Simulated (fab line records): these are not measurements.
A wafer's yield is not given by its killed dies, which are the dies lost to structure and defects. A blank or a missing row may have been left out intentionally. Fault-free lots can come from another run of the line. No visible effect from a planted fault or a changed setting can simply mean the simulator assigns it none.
fab line records ; flow ritCmos
record lots=6; wafers=18; lastDay=7
route steps=202 shown PLDD@116 SPACER@125 M1@202
lots that met no fault: taken from a fault-free run of the same line
startH: hours from the record's opening day to when the first of the lot's shown wafers began ; waitH: time in hours since the lot's previous step ; " repeats the value in the row above ; L1.1+2: a row that stands for several wafers ; - value missing, or start not given ; * or withheld: withheld ; < > ~ a bound
route shown NAME@n: names a module that has steps shown in the file, with the first one's number in the route ; usual: mean/standard deviation taken from wafers without a fault ; same: alike in all rows ; chamber/n: place in a boat ; sites: the reading at each site ; _std_site: how widely they spread, as a standard deviation ; _edge_site: inner sites' mean taken away from outer sites' mean ; radiusMm: how far each site lies from the wafer's centre ; mask NAME#n: copy n ; behind: the most recent tool/chamber to have shaped the wafer ; hold: cause of the lot's hold/its duration in hours/its outcome ; device: transistor that didn't switch, given as n, p or np ; end of line: at the end of the route, the tests of the same wafers ; for a step that has no rows: nothing shown but its recipe ; killed: at the first sort, the dies lost to defects and structure; wafer yield is something else ; map: shows each die of a wafer: x if killed, . if not, _ if none is there
set.NAME: setting as actually run; set.NAME@STEP: the setting as run at that earlier step ; model.NAME: the simulator's own value behind a step, which no gauge read
lots at selected steps of the route; one table per step, one row per wafer
services: from which hour (startH, from the record's first day; less than 0 if before it) a tool's chamber was out of use, for how many hours, and why
## steps
# step RIT_PLDD_SOFTBAKE_02
# recipe resist=NOVOLAK; tempC=90; timeS=58.53
# step RIT_PLDD_EXPOSE_03
# recipe maskId=M8; na=0.57; targetCdNm=40900; doseMj=250
# step RIT_PLDD_PEB_04
# recipe resist=NOVOLAK; tempC=withheld; timeS=withheld
# step RIT_PLDD_DEVELOP_05
# recipe resist=NOVOLAK; developTimeS=50; devTempC=23
# step RIT_PLDD_OVL_MEAS_06
# usual PLDD_OVL=0.8/1.8
lot.wafer;tool;chamber;startH;waitH;PLDD_OVL[nm]
L952.1;overlay-02;-;53.54;-;2.5
L952.3;overlay-02;-;53.54;-;2.8
L952.4;overlay-02;-;53.54;-;2.4
L958.2;overlay-01;-;83.03;-;2.3
L958.5;overlay-01;-;83.03;-;-0.1
L958.6;overlay-01;-;83.03;-;0.3
L966.3;overlay-01;-;120.25;-;0.9
L966.4;overlay-01;-;120.25;-;1.9
L966.6;overlay-01;-;120.25;-;1.2
L967.2;overlay-02;-;127.72;-;1.6
L967.3;overlay-02;-;127.72;-;0.8
L967.6;overlay-02;-;127.72;-;1.6
L971.3;overlay-02;-;142.89;-;-2.2
L971.4;overlay-02;-;142.89;-;-2.7
L971.6;overlay-02;-;142.89;-;-3.1
L972.2;overlay-01;-;146.59;-;-1.0
L972.3;overlay-01;-;146.59;-;0.1
L972.5;overlay-01;-;146.59;-;-0.2
# step RIT_PLDD_HARDBAKE_07
# recipe resist=NOVOLAK; tempC=140; timeS=60
# step RIT_PLDD_IMPLANT_08
# recipe species=BF2; energyKev=20; doseCm2=9e+14; tiltDeg=7
# step RIT_PLDD_STRIP_09
# recipe chemistry=O2; timeS=180; resist=NOVOLAK; platenTempC=withheld; powerW=500; pressureMtorr=4000; o2FlowSccm=4000
# usual drypumpMotorCurrentA=6.18/0.29
lot.wafer;tool;chamber;startH;waitH;drypumpMotorCurrentA;rfHoursCounterH
L952.1;plasmaAsher-03;1;53.88;0.1;6.30;41
L952.3;plasmaAsher-03;1;53.88;0.1;6.32;-
L952.4;plasmaAsher-03;0;53.88;0.1;6.07;-
L958.2;plasmaAsher-02;0;83.36;0.1;6.38;46
L958.5;plasmaAsher-02;1;83.36;0.1;6.49;-
L958.6;plasmaAsher-02;0;83.36;0.1;6.42;-
L966.3;plasmaAsher-04;0;120.63;0.1;5.83;-
L966.4;plasmaAsher-04;1;120.63;0.1;5.60;-
L966.6;plasmaAsher-04;0;120.63;0.1;5.84;-
L967.2;plasmaAsher-02;1;128.05;0.1;6.49;1
L967.3;plasmaAsher-02;0;128.05;0.1;6.42;-
L967.6;plasmaAsher-02;1;128.05;0.1;6.48;-
L971.3;plasmaAsher-03;1;143.27;0.1;6.29;-
L971.4;plasmaAsher-03;0;143.27;0.1;6.05;-
L971.6;plasmaAsher-03;0;143.27;0.1;6.07;-
L972.2;plasmaAsher-02;0;146.92;0.1;6.39;3
L972.3;plasmaAsher-02;0;146.92;0.1;6.39;-
L972.5;plasmaAsher-02;0;146.92;0.1;6.41;-
# step RIT_PLDD_TW_MEAS_10
# usual PLDD_TW=2352/24
lot.wafer;tool;chamber;startH;waitH;PLDD_TW
L952.1;filmMetro-03;-;54.05;0.1;2358
L952.3;filmMetro-03;-;54.05;0.1;2367
L952.4;filmMetro-03;-;54.05;0.1;2365
L958.2;filmMetro-03;-;83.54;0.1;2356
L958.5;filmMetro-03;-;83.54;0.1;2355
L958.6;filmMetro-03;-;83.54;0.1;2372
L966.3;filmMetro-04;-;120.77;0.1;2330
L966.4;filmMetro-04;-;120.77;0.1;2336
L966.6;filmMetro-04;-;120.77;0.1;2330
L967.2;filmMetro-02;-;128.23;0.1;2379
L967.3;filmMetro-02;-;128.23;0.1;2382
L967.6;filmMetro-02;-;128.23;0.1;2381
L971.3;filmMetro-02;-;143.41;0.1;2385
L971.4;filmMetro-02;-;143.41;0.1;2369
L971.6;filmMetro-02;-;143.41;0.1;2388
L972.2;filmMetro-02;-;147.11;0.1;2381
L972.3;filmMetro-02;-;147.11;0.1;2384
L972.5;filmMetro-02;-;147.11;0.1;2380
# step RIT_SPACER_CLEAN_00
# recipe chemistry=SC1; mix=3:3:50; timeS=600; tempC=75
# step RIT_SPACER_CLEAN_01
# recipe chemistry=dHF; dilution=50:1; timeS=30
# step RIT_SPACER_CLEAN_02
# recipe chemistry=SC2; mix=3:3:50; timeS=600; tempC=75; dry=n2Spin
# step RIT_SPACER_CVD_03
# recipe material=Si3N4; targetThkNm=250; tempC=810; precursor=SiH2Cl2/NH3; timeS=3300; pressureMtorr=300; sih2cl2FlowSccm=60; nh3FlowSccm=150
# usual spikeTcLoadC=831/3.6
lot.wafer;tool;chamber;startH;waitH;spikeTcLoadC;model.Si3N4_of_SPACER_CVD_03.thkNm
L952.1;lpcvd-01;0;54.50;0.0;834;250.1
L952.3;lpcvd-01;0;54.50;0.0;834;249.1
L952.4;lpcvd-01;0;54.50;0.0;834;252
L958.2;lpcvd-02;0;83.99;0.0;835;255
L958.5;lpcvd-02;0;83.99;0.0;837;254.1
L958.6;lpcvd-02;0;83.99;0.0;836;255.5
L966.3;lpcvd-01;0;121.19;0.0;833;247.2
L966.4;lpcvd-01;0;121.19;0.0;832;246.6
L966.6;lpcvd-01;0;121.19;0.0;833;246.1
L967.2;lpcvd-01;1;128.72;0.0;826;245.8
L967.3;lpcvd-01;1;128.72;0.0;826;247.1
L967.6;lpcvd-01;1;128.72;0.0;824;245.7
L971.3;lpcvd-02;0;144.04;0.2;836;481.2
L971.4;lpcvd-02;0;144.04;0.2;835;483.6
L971.6;lpcvd-02;0;144.04;0.2;837;482.9
L972.2;lpcvd-02;0;147.52;0.0;836;485.6
L972.3;lpcvd-02;0;147.52;0.0;835;484
L972.5;lpcvd-02;0;147.52;0.0;837;484.1
# step RIT_SPACER_THK_MEAS_04
# recipe reads=Si3N4_of_SPACER_CVD_03
# usual SPACER_NITRIDE_THK=249.1/2.2
lot.wafer;tool;chamber;startH;waitH;SPACER_NITRIDE_THK[nm]
L952.1;filmMetro-02;-;56.41;0.0;250.1
L952.3;filmMetro-02;-;56.41;0.0;249.1
L952.4;filmMetro-02;-;56.41;0.0;251.9
L958.2;filmMetro-04;-;85.92;0.0;254.9
L958.5;filmMetro-04;-;85.92;0.0;254.1
L958.6;filmMetro-04;-;85.92;0.0;255.6
L966.3;filmMetro-04;-;123.12;0.0;247.0
L966.4;filmMetro-04;-;123.12;0.0;246.7
L966.6;filmMetro-04;-;123.12;0.0;246.0
L967.2;filmMetro-04;-;130.64;0.0;245.7
L967.3;filmMetro-04;-;130.64;0.0;247.1
L967.6;filmMetro-04;-;130.64;0.0;245.8
L971.3;filmMetro-01;-;145.97;0.0;481.5
L971.4;filmMetro-01;-;145.97;0.0;483.7
L971.6;filmMetro-01;-;145.97;0.0;482.6
L972.2;filmMetro-02;-;149.45;0.0;485.9
L972.3;filmMetro-02;-;149.45;0.0;484.3
L972.5;filmMetro-02;-;149.45;0.0;484.2
# step RIT_SPACER_ETCHBACK_05
# recipe targetDepthA=2500; SF6_flow_sccm=30; CHF3_flow_sccm=30; target=Si3N4; chemistry=SF6/CHF3; pressureMtorr=40; rfW=250; timeS=240; stopOn=SiO2
# usual drypumpMotorCurrentA=5.5/0.34; oesProductAu=0.845/0.02; throttleValvePct=10.27/0.11
lot.wafer;tool;chamber;startH;waitH;drypumpMotorCurrentA;oesProductAu;rfHoursCounterH;throttleValvePct;model.Si3N4_of_SPACER_CVD_03.thkNm;model.etch.depthNm
L952.1;rieDiel-01;0;56.47;0.1;5.2;0.830;167;10.29;196.1;250.1
L952.3;rieDiel-01;3;56.47;0.1;5.4;0.853;5;10.45;197.2;249.1
L952.4;rieDiel-01;2;56.47;0.1;5.4;0.854;121;10.16;196.7;252
L958.2;rieDiel-04;0;85.97;0.0;5.2;0.873;6;10.22;200.7;255
L958.5;rieDiel-04;1;85.97;0.0;6.0;0.838;-;10.41;201.6;254.1
L958.6;rieDiel-04;0;85.97;0.0;5.2;0.883;-;10.22;201.3;255.5
L966.3;rieDiel-04;0;123.16;0.0;5.2;0.865;7;10.20;194.6;247.2
L966.4;rieDiel-04;2;123.16;0.0;5.4;0.820;20;10.28;193.3;246.6
L966.6;rieDiel-04;1;123.16;0.0;5.9;0.822;-;10.39;195;246.1
L967.2;rieDiel-04;2;130.69;0.0;5.4;0.811;20;10.30;192.9;245.8
L967.3;rieDiel-04;0;130.69;0.0;5.2;0.853;8;10.24;195;247.1
L967.6;rieDiel-04;1;130.69;0.0;5.9;0.813;-;10.39;194.5;245.7
L971.3;rieDiel-02;1;146.01;0.0;5.8;1.042;60;10.40;376.3;315
L971.4;rieDiel-02;0;146.01;0.0;5.7;0.970;10;10.06;383.1;300.5
L971.6;rieDiel-02;0;146.01;0.0;5.6;0.968;-;10.06;382.2;301.3
L972.2;rieDiel-01;0;149.50;0.0;5.1;1.016;1;10.32;381.4;310.3
L972.3;rieDiel-01;1;149.50;0.0;5.5;0.971;120;10.39;380.9;308.2
L972.5;rieDiel-01;2;149.50;0.0;5.4;0.999;-;10.19;380;310.9
# step RIT_M1_PROBE_99
# usual killedAtContacts=0.1/0.24; killedAtFrontEnd=7/3.2; killedDies=7/3.2; killedOnRim=2.0/1.5; killedOpen=3.4/2; killedShort=3.5/2.2
# same grossDies=264; killed_at_M0_to_M3=0; killed_at_M4_up=0; killedAtBackSide=0; killedAtOther=0
lot.wafer;tool;chamber;startH;waitH;killedAtContacts;killedAtFrontEnd;killedDies;killedOnRim;killedOpen;killedShort
L958.2;prober-02;-;97.05;0.1;0;16;16;3;7;9
L958.5;prober-02;-;97.20;0.2;0;6;6;1;3;3
L958.6;prober-02;-;97.25;0.2;0;13;13;3;7;6
L966.3;prober-02;-;134.31;0.2;0;4;4;1;1;3
L966.4;prober-02;-;134.36;0.2;1;4;5;2;2;3
L966.6;prober-02;-;134.46;0.2;0;9;9;3;5;4
L967.2;prober-01;-;142.16;0.1;0;8;8;2;5;3
L967.3;prober-01;-;142.21;0.2;0;2;2;0;1;1
L967.6;prober-01;-;142.36;0.2;0;3;3;1;2;1
L971.3;prober-01;-;157.54;0.2;0;264;264;70;5;1
L971.4;prober-01;-;157.59;0.2;0;264;264;70;6;0
L971.6;prober-01;-;157.69;0.2;0;264;264;70;2;2
L972.2;prober-02;-;160.72;0.1;0;264;264;70;3;5
L972.3;prober-02;-;160.77;0.2;0;264;264;70;3;4
L972.5;prober-02;-;160.87;0.2;0;264;264;70;4;3
# killed by level:class
L958.2 GATE:geometricParticle:open=5 GATE:geometricParticle:short=5 REOX:geometricParticle:short=3 FOX2:geometricParticle:open=1 REOX:geometricParticle:open=1 SPACER:geometricParticle:short=1
L958.5 GATE:geometricParticle:short=3 GATE:geometricParticle:open=2 REOX:geometricParticle:open=1
L958.6 FOX1:geometricParticle:open=2 GATE:geometricParticle:short=2 GATE:geometricParticle:open=2 SILICIDE:geometricParticle:open=2 FOX2:geometricParticle:short=1 REOX:geometricParticle:open=1 REOX:geometricParticle:short=1 SPACER:geometricParticle:short=1
L966.3 SILICIDE:geometricParticle:short=2 FOX2:geometricParticle:open=1 GATE:geometricParticle:short=1
L966.4 FOX2:geometricParticle:short=1 GATE:geometricParticle:short=1 SPACER:geometricParticle:short=1 SILICIDE:geometricParticle:open=1 CONTACT:geometricParticle:open=1
L966.6 FOX2:geometricParticle:open=2 GATE:geometricParticle:short=2 FOX1:geometricParticle:short=1 FOX1:geometricParticle:open=1 SPACER:geometricParticle:open=1 SPACER:geometricParticle:short=1 SILICIDE:geometricParticle:open=1
L967.2 GATE:geometricParticle:short=2 SPACER:geometricParticle:open=2 GATE:geometricParticle:open=1 REOX:geometricParticle:short=1 REOX:geometricParticle:open=1 SILICIDE:geometricParticle:open=1
L967.3 GATE:geometricParticle:short=1 SILICIDE:geometricParticle:open=1
L967.6 REOX:geometricParticle:open=1 SPACER:geometricParticle:open=1 SILICIDE:geometricParticle:short=1
L971.3 SPACER:areaEtchback=258 SILICIDE:geometricParticle:open=3 FOX1:geometricParticle:short=1 GATE:geometricParticle:open=1 REOX:geometricParticle:open=1
L971.4 SPACER:areaEtchback=258 FOX1:geometricParticle:open=2 GATE:geometricParticle:open=2 FOX2:geometricParticle:open=1 SPACER:geometricParticle:open=1
L971.6 SPACER:areaEtchback=260 FOX1:geometricParticle:short=1 FOX2:geometricParticle:open=1 GATE:geometricParticle:short=1 REOX:geometricParticle:open=1
L972.2 SPACER:areaEtchback=256 FOX2:geometricParticle:short=2 FOX2:geometricParticle:open=2 SPACER:geometricParticle:short=2 REOX:geometricParticle:short=1 SPACER:geometricParticle:open=1
L972.3 SPACER:areaEtchback=257 SPACER:geometricParticle:short=2 FOX1:geometricParticle:open=1 FOX2:geometricParticle:short=1 GATE:geometricParticle:short=1 GATE:geometricParticle:open=1 REOX:geometricParticle:open=1
L972.5 SPACER:areaEtchback=257 FOX2:geometricParticle:open=2 FOX1:geometricParticle:short=1 GATE:geometricParticle:short=1 REOX:geometricParticle:open=1 SPACER:geometricParticle:short=1 SPACER:geometricParticle:open=1
# map L971.3 (x killed, . not)
________xxxxxxx_______
_____xxxxxxxxxxxxx____
____xxxxxxxxxxxxxxx___
___xxxxxxxxxxxxxxxxx__
__xxxxxxxxxxxxxxxxxxx_
__xxxxxxxxxxxxxxxxxxx_
_xxxxxxxxxxxxxxxxxxxxx
_xxxxxxxxxxxxxxxxxxxxx
_xxxxxxxxxxxxxxxxxxxxx
_xxxxxxxxxxxxxxxxxxxxx
__xxxxxxxxxxxxxxxxxxx_
__xxxxxxxxxxxxxxxxxxx_
___xxxxxxxxxxxxxxxxx__
____xxxxxxxxxxxxxxx___
_____xxxxxxxxxxxxx____
________xxxxxxx_______
# map L972.2 (x killed, . not)
________xxxxxxx_______
_____xxxxxxxxxxxxx____
____xxxxxxxxxxxxxxx___
___xxxxxxxxxxxxxxxxx__
__xxxxxxxxxxxxxxxxxxx_
__xxxxxxxxxxxxxxxxxxx_
_xxxxxxxxxxxxxxxxxxxxx
_xxxxxxxxxxxxxxxxxxxxx
_xxxxxxxxxxxxxxxxxxxxx
_xxxxxxxxxxxxxxxxxxxxx
__xxxxxxxxxxxxxxxxxxx_
__xxxxxxxxxxxxxxxxxxx_
___xxxxxxxxxxxxxxxxx__
____xxxxxxxxxxxxxxx___
_____xxxxxxxxxxxxx____
________xxxxxxx_______
## services
tool;chamber;startH;hours;kind
rieDiel-04;1;30.39;-;clean
rieDiel-04;1;30.39;15.5;scheduledDown
rieDiel-04;1;30.39;15.5;ventCycle
plasmaAsher-04;-;46.63;28.1;pm
rieDiel-01;1;57.88;3.0;repair
lpcvd-01;-;66.28;0.8;repair
rieDiel-01;-;73.33;0.3;repair
rieDiel-01;0;73.67;9.9;repair
lpcvd-01;-;76.28;0.8;repair
rieDiel-04;3;77.15;7.1;repair
plasmaAsher-04;-;86.48;2.8;pm
rieDiel-04;3;91.80;-;clean
rieDiel-04;3;91.80;19.7;scheduledDown
rieDiel-04;3;91.80;19.7;ventCycle
rieDiel-01;0;93.09;1.9;repair
rieDiel-02;0;97.91;5.5;repair
rieDiel-02;-;104.93;0.2;repair
plasmaAsher-02;-;108.75;9.0;pm
plasmaAsher-02;0;108.75;9.0;ventCycle
rieDiel-01;-;110.66;0.4;repair
plasmaAsher-03;-;121.60;2.2;repair
lpcvd-02;-;135.21;2.8;pm
rieDiel-01;1;137.16;9.8;repair
rieDiel-01;0;144.17;3.2;repair
## key
firstSign step=RIT_SPACER_THK_MEAS_04; reading=SPACER_NITRIDE_THK; direction=up; sigmas=99+; usual=249.1; struck=483.7
effect step=RIT_SPACER_ETCHBACK_05; reading=oesProductAu; direction=up; sigmas=7.4; usual=0.845; struck=0.994
effect step=RIT_M1_PROBE_99; reading=killedDies; direction=up; sigmas=80; usual=7; struck=264
modelEffect step=RIT_SPACER_CVD_03; value=Si3N4_of_SPACER_CVD_03.thkNm; without=249.4; struck=483.6
modelEffect step=RIT_SPACER_ETCHBACK_05; value=Si3N4_of_SPACER_CVD_03.thkNm; without=196.3; struck=380.7
moreKillsBornAt RIT_SPACER_ETCHBACK_05@rieDiel-02=776; RIT_SPACER_ETCHBACK_05@rieDiel-01=770
metAt RIT_SPACER_CVD_03
struckWafers L971.3,L971.4,L971.6,L972.2,L972.3,L972.5
laterRowsLeftOut L971.3,L971.4,L971.6,L972.2,L972.3,L972.5
testerLeftOut L971,L972
onsetBetween 83.99 144.04
alsoFits time
fault kind=processParameterDrift; tool=lpcvd-02; chamber=0; onsetH=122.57; steps=RIT_SPACER_CVD_03; channel=targetThkNm; offset=234.13; shape=step; endH=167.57; actsIn=theseRecipesOnly; stated=250
# testerLeftOut: of these lots the tester's yield and bins aren't shown, on N5 and GAA mostly nor the transistor test; their killed dies are dies lost to structure and defects alone, not to doping, threshold or leakage, so they don't give the yield
# laterRowsLeftOut: the simulator's readings of these wafers behind a module that went badly wrong aren't trusted and aren't shown, but for the sort
